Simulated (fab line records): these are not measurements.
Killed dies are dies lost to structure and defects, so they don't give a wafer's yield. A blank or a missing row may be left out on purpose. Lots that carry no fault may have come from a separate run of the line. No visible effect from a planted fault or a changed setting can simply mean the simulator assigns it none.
Which tool was responsible? -- flow berkeleyCmos170 -- 14 lots, 42 wafers sampled, at 2 steps of a route of 331

## WHAT EACH GAUGE READ, for each wafer
UCB170_NSD_CD_MEAS_06: the cd target is 1200 nm.
lot,measured,on,cdNm (nm)
L523,day 7 05:57,cdSem-02,1202.2 1201.2 1201.3
L529,day 8 05:09,cdSem-01,1198.9 1198.5 1199.4
L530,day 8 05:42,cdSem-02,1199.9 1200.0 1200.1
L531,day 8 05:50,cdSem-01,1202.4 1201.2 1200.4
L528,day 8 06:26,cdSem-01,1200.8 1199.6 1199.7
L534,day 9 01:59,cdSem-01,1200.7 1201.5 1200.9
L532,day 9 02:14,cdSem-02,1199.6 1200.1 1200.2
L533,day 9 02:29,cdSem-01,1199.1 1200.5 1200.2
L537,day 9 19:31,cdSem-02,1200.7 1199.3 1200.5
L536,day 9 20:17,cdSem-02,1199.8 1200.1 1200.5
L538,day 9 20:31,cdSem-01,1175.6 1175.7 1176.0
L540,day 10 07:40,cdSem-01,1199.5 1199.2 1201.4
L542,day 10 14:21,cdSem-01,1175.4 1174.0 1173.2
L546,day 11 08:13,cdSem-02,1200.5 1201.5 1201.4

## EACH LOT AND THE TOOL THAT RAN IT (in order: tool; ch and the chambers of the sampled wafers; start)
lot,UCB170_NSD_PEB_04
L523,"lithoTrack-03 ch 0, day 7 05:41"
L529,"lithoTrack-01 ch 0, day 8 04:53"
L530,"lithoTrack-03 ch 0, day 8 05:26"
L531,"lithoTrack-01 ch 0, day 8 05:34"
L528,"lithoTrack-04 ch 0, day 8 06:10"
L534,"lithoTrack-01 ch 0, day 9 01:43"
L532,"lithoTrack-03 ch 0, day 9 01:58"
L533,"lithoTrack-04 ch 0, day 9 02:13"
L537,"lithoTrack-01 ch 0, day 9 19:16"
L536,"lithoTrack-03 ch 0, day 9 20:01"
L538,"lithoTrack-01 ch 0, day 9 20:16"
L540,"lithoTrack-04 ch 0, day 10 07:24"
L542,"lithoTrack-01 ch 0, day 10 14:05"
L546,"lithoTrack-03 ch 0, day 11 07:57"
- UCB170_NSD_PEB_04

## AS READ BY THE TOOLS THEMSELVES (means over the sampled wafers that have a number; for cases with no such wafer, the mark the record gives instead)
UCB170_NSD_PEB_04.
lot,tool,heaterPowerTotalW (W),resistLineTempC (C)
L523,lithoTrack-03,56.84,22.90
L529,lithoTrack-01,56.79,22.90
L530,lithoTrack-03,56.78,22.92
L531,lithoTrack-01,56.81,22.89
L528,lithoTrack-04,56.78,22.99
L534,lithoTrack-01,56.80,22.98
L532,lithoTrack-03,56.83,22.97
L533,lithoTrack-04,56.74,23.03
L537,lithoTrack-01,56.79,23.01
L536,lithoTrack-03,56.78,23.02
L538,lithoTrack-01,63.10,22.81
L540,lithoTrack-04,56.85,22.91
L542,lithoTrack-01,63.09,23.04
L546,lithoTrack-03,56.78,22.96

## THE ANSWER, worked out from the rows above alone
Rule: the usual values come from the lots themselves. The widest of any qualifying gaps counts: lots, ordered by their means at a reading, are off when they make up no more than a third of the lots, leave a main group of 4 or more, and stand apart from it by 3 or more times the standard deviation of that group's means. A main group whose means are all the same, to the digits that the tables above print for the reading, isn't used. A lot without any number at a reading at which 4 lots or more have one is off too. The other lots that the step has rows for count as sound. After the gauges, taken in route order, come the tools' own readings; for these a lot's mean is taken, as printed above. At the first step where some lot is off, the reading lying furthest off is the one used; lots without a number count as furthest.
Off at UCB170_NSD_CD_MEAS_06 (cdNm): L538, L542. Mean 1200.4 nm and standard deviation 0.72 in the main group.
A tool fits if, at a process step before that reading, it ran every lot that is off, and no sound lot after the first of them. The gauges at UCB170_NSD_CD_MEAS_06 aren't tried: what is off there is off at UCB170_NSD_PEB_04 too, on other tools, and a gauge's error can't cause that. One fits: UCB170_NSD_PEB_04 on lithoTrack-01. Its last sound lot is L537 (day 9 19:16), its first lot that is off L538 (day 9 20:16): a fault that began between those two fits.
The tool's own readings at UCB170_NSD_PEB_04 bear it out: on the lots that are off they differ by more than 5 times the standard deviation of the sound lots' means. heaterPowerTotalW reads 63.09 W there against 56.80 W on the sound lots.

## WHAT THE SIMULATOR PUT IN
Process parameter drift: lithoTrack-01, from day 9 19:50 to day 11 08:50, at UCB170_NSD_PEB_04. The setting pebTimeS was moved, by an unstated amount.
Struck lots among those shown: L538, L542. The same result came from the rule above.
